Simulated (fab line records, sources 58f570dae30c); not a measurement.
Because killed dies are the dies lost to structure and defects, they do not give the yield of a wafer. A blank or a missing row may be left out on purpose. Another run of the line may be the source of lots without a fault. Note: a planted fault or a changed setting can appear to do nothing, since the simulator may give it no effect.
Which tool was responsible?	flow berkeley cmos170	Sampling: 14 lots, 42 wafers, 6 of 331 route steps

== WHAT THE GAUGES SHOWED, per wafer ==
UCB170_NLDD_TW_MEAS_11. Usual: NLDD_TW typically reads 2217, with standard deviation 20.
lot	measured	on	NLDD_TW	flag
L596	day 6 22:04	film metro-02	2199 2190 2203	
L597	day 6 22:58	film metro-02	2213 2193 2192	
L598	day 6 22:40	film metro-04	2232 2231 2231	
L601	day 7 22:01	film metro-04	2199 2212 2210	
L603	day 7 21:56	film metro-01	2243 2234 2237	
L604	day 8 06:26	film metro-02	2202 2192 2199	
L605	day 8 20:48	film metro-02	2218 2219 2204	
L607	day 8 21:05	film metro-02	2210 2211 2211	
L608	day 8 20:15	film metro-02	2211 2201 2211	
L609	day 8 19:35	film metro-02	2218 2204 2203	
L610	day 9 07:25	film metro-01	2223 2249 2234	
L611	day 9 11:40	film metro-02	2206 2186 2207	
L612	day 9 22:00	film metro-04	2297 2296 2302	OFF
L613	day 9 22:34	film metro-01	2319 2317 2316	OFF

UCB170_SDANNEAL_RS_MEAS_05: the measuring method here is four-point-probe. Usual: NLDD_RS typically reads 616.5 ohm/sq, with standard deviation 1.5.
lot	measured	on	NLDD_RS (ohm/sq)	flag
L596	day 7 08:50	film metro-04	618.5 617.4 619.4	
L597	day 7 11:12	film metro-04	617.8 616.2 617.9	
L598	day 7 10:56	film metro-01	616.0 615.2 614.5	
L601	day 8 07:55	film metro-02	617.9 617.6 614.6	
L603	day 8 08:23	film metro-01	617.4 617.3 615.6	
L604	day 8 17:35	film metro-02	618.9 618.8 618.8	
L605	day 9 06:02	film metro-02	617.4 617.1 615.8	
L607	day 9 08:32	film metro-02	618.0 617.4 618.1	
L608	day 9 05:43	film metro-01	617.4 615.0 615.9	
L609	day 9 04:38	film metro-01	616.4 615.1 617.7	
L610	day 9 17:36	film metro-04	614.9 616.8 615.3	
L611	day 9 23:09	film metro-02	617.1 615.8 616.0	
L612	day 10 10:30	film metro-02	585.9 584.3 585.1	OFF
L613	day 10 10:18	film metro-04	582.7 583.5 584.9	OFF

UCB170_M1_THK_MEAS_02: measures by xrf. Usual: M1_AL_THK typically reads 600 nm, with standard deviation 7.6.
lot	measured	on	M1_AL_THK (nm)	flag
L596	day 7 14:25	film metro-04	597 596 590	
L597	day 7 17:33	film metro-01	603 609 597	
L598	day 7 17:01	film metro-01	600 604 601	
L601	day 8 14:53	film metro-02	590 587 593	
L603	day 8 19:05	film metro-01	620 607 610	
L604	day 9 00:13	film metro-02	590 597 597	
L605	day 9 12:55	film metro-04	601 602 601	
L607	day 9 16:39	film metro-02	597 597 595	
L608	day 9 12:45	film metro-01	605 598 604	
L609	day 9 09:57	film metro-01	585 597 603	
L610	day 10 00:37	film metro-02	592 605 611	
L611	day 10 04:22	film metro-01	596 592 599	
L612	day 10 16:22	film metro-04	592 597 607	
L613	day 10 16:07	film metro-01	596 596 597	

== EACH LOT AND THE TOOL THAT RAN IT (in order: tool; ch and the chambers of the sampled wafers; start) ==
lot	UCB170_ZERO_ETCH_06	UCB170_NLDD_IMPLANT_09	UCB170_CONTACT_ETCH_17
L596	rie diel-02 ch 1,2,3, day 1 18:37	implanter-04 ch 0, day 6 21:49	rie diel-01 ch 0,1,2, day 7 13:39
L597	rie diel-02 ch 0,1,2, day 1 23:53	implanter-04 ch 0, day 6 22:43	rie diel-04 ch 0,2,3, day 7 16:47
L598	rie diel-01 ch 0,1,2, day 2 05:41	implanter-04 ch 0, day 6 22:25	rie diel-03 ch 0,1,2, day 7 16:16
L601	rie diel-01 ch 0,1,2, day 3 00:24	implanter-03 ch 0, day 7 21:46	rie diel-04 ch 1,2,3, day 8 14:08
L603	rie diel-03 ch 1,2, day 3 07:47	implanter-01 ch 0, day 7 21:42	rie diel-01 ch 1,2, day 8 18:01
L604	rie diel-03 ch 0,1,3, day 3 12:16	implanter-03 ch 0, day 8 06:12	rie diel-01 ch 0, day 8 22:53
L605	rie diel-01 ch 0,1,3, day 3 18:11	implanter-01 ch 0, day 8 20:33	rie diel-01 ch 0,1, day 9 12:05
L607	rie diel-02 ch 0,3, day 4 04:00	implanter-04 ch 0, day 8 20:50	rie diel-03 ch 0,2,3, day 9 13:58
L608	rie diel-01 ch 0,1,3, day 4 04:12	implanter-04 ch 0, day 8 20:01	rie diel-04 ch 0,2,3, day 9 11:59
L609	rie diel-02 ch 0,1,2, day 4 11:50	implanter-01 ch 0, day 8 19:21	rie diel-01 ch 0,1, day 9 09:12
L610	rie diel-03 ch 0,2, day 4 15:18	implanter-03 ch 0, day 9 07:11	rie diel-03 ch 0,1, day 9 23:50
L611	rie diel-01 ch 0,1, day 4 20:07	implanter-03 ch 0, day 9 11:25	rie diel-01 ch 0,2,3, day 10 03:27
L612	rie diel-01 ch 0,3, day 5 07:31	implanter-03 ch 0, day 9 21:45	rie diel-01 ch 0,3, day 10 15:38
L613	rie diel-03 ch 0,1, day 5 13:18	implanter-03 ch 0, day 9 22:20	rie diel-04 ch 0,3, day 10 15:21
- UCB170_ZERO_ETCH_06: etches SiO2 in CHF3/CF4/Ar, time 12 s.
- UCB170_NLDD_IMPLANT_09
- UCB170_CONTACT_ETCH_17: etches BARC in N2/H2.

== AS READ BY THE TOOLS THEMSELVES (means over the sampled wafers that have a number; for cases with no such wafer, the mark the record gives instead) ==
UCB170_ZERO_ETCH_06. Usual: drypump motor current A 5.8 A, standard deviation 0.39; oes product au 0.617 a.u., standard deviation 0.0088; throttle valve pct 9.29 %, standard deviation 0.12.
lot	tool	drypump motor current A (A)	oes product au (a.u.)	throttle valve pct (%)	flag
L596	rie diel-02	5.3	0.611	9.27	
L597	rie diel-02	5.3	0.620	9.30	
L598	rie diel-01	6.1	0.616	9.38	
L601	rie diel-01	6.1	0.614	9.38	
L603	rie diel-03	6.0	0.618	9.26	
L604	rie diel-03	5.9	0.626	9.20	
L605	rie diel-01	5.9	0.613	9.31	
L607	rie diel-02	5.5	0.611	9.18	
L608	rie diel-01	6.0	0.612	9.30	
L609	rie diel-02	5.3	0.616	9.32	
L610	rie diel-03	5.9	0.621	9.08	
L611	rie diel-01	6.3	0.609	9.36	
L612	rie diel-01	5.6	0.615	9.26	
L613	rie diel-03	5.9	0.620	9.17	

UCB170_NLDD_IMPLANT_09. Usual: beam energy keV 29.998, standard deviation 0.01; end station pressure torr 5.09e-06 Torr, standard deviation 2.6e-07.
lot	tool	beam energy keV	end station pressure torr (Torr)	flag
L596	implanter-04	29.998	5.24e-06	
L597	implanter-04	29.984	5.08e-06	
L598	implanter-04	30.011	5.01e-06	
L601	implanter-03	29.990	5.13e-06	
L603	implanter-01	29.983	5.06e-06	
L604	implanter-03	29.996	5.12e-06	
L605	implanter-01	29.992	4.96e-06	
L607	implanter-04	29.990	5.15e-06	
L608	implanter-04	30.008	5.07e-06	
L609	implanter-01	29.994	5.10e-06	
L610	implanter-03	30.000	5.13e-06	
L611	implanter-03	29.995	4.98e-06	
L612	implanter-03	36.606	4.90e-06	OFF
L613	implanter-03	36.602	4.94e-06	OFF

UCB170_CONTACT_ETCH_17. Usual: drypump motor current A 5.95 A, standard deviation 0.27; oes product au 0.993 a.u., standard deviation 0.023; throttle valve pct 13.34 %, standard deviation 0.15.
lot	tool	drypump motor current A (A)	oes product au (a.u.)	throttle valve pct (%)	flag
L596	rie diel-01	6.11	0.985	13.38	
L597	rie diel-04	5.95	0.990	13.21	
L598	rie diel-03	5.95	0.993	13.27	
L601	rie diel-04	5.78	0.994	13.28	
L603	rie diel-01	6.13	0.994	13.40	
L604	rie diel-01	5.86	0.961	13.37	
L605	rie diel-01	6.29	0.975	13.37	
L607	rie diel-03	5.95	1.004	13.33	
L608	rie diel-04	5.96	1.004	13.20	
L609	rie diel-01	6.30	0.986	13.38	
L610	rie diel-03	5.91	0.978	13.33	
L611	rie diel-01	5.76	1.000	13.39	
L612	rie diel-01	5.63	1.005	13.39	
L613	rie diel-04	6.15	1.023	13.22	

== THE ANSWER, worked out from the rows above alone ==
Rule: a lot is off if the mean of its wafers that have a number lies more than 3 standard deviations from the usual mean. Also off: a lot with no number at a reading for which 4 or more lots have one. All remaining lots with rows at the step are treated as sound. The gauges are gone through in route order, then the tools' own readings, and for those a lot's mean is taken as printed above. At the first step where some lot is off, the reading lying furthest off is the one used; lots without a number count as furthest.
Off: at UCB170_NLDD_TW_MEAS_11 (NLDD_TW), L612, L613.
If a tool, at a process step before that reading, ran all the lots that are off and no sound lot after the first of them, it fits. The gauges at UCB170_NLDD_TW_MEAS_11 aren't tried: what is off there is off at UCB170_NLDD_IMPLANT_09 too, on other tools, and a gauge's error can't cause that. One fits: UCB170_NLDD_IMPLANT_09 on implanter-03. A fault onset in the window from L611 (day 9 11:25, its last sound lot) to L612 (day 9 21:45, its first lot off) fits.
The tool's own readings at UCB170_NLDD_IMPLANT_09 bear it out: on the lots that are off they differ by more than 5 times the standard deviation of the sound lots' means. beam energy keV reads 36.604 there against 29.995 on the sound lots.

== WHAT THE SIMULATOR PUT IN ==
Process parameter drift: implanter-03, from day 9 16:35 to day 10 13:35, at UCB170_NLDD_IMPLANT_09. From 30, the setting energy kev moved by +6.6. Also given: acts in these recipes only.
Lots struck among those shown: L612, L613. The rule above found the same.
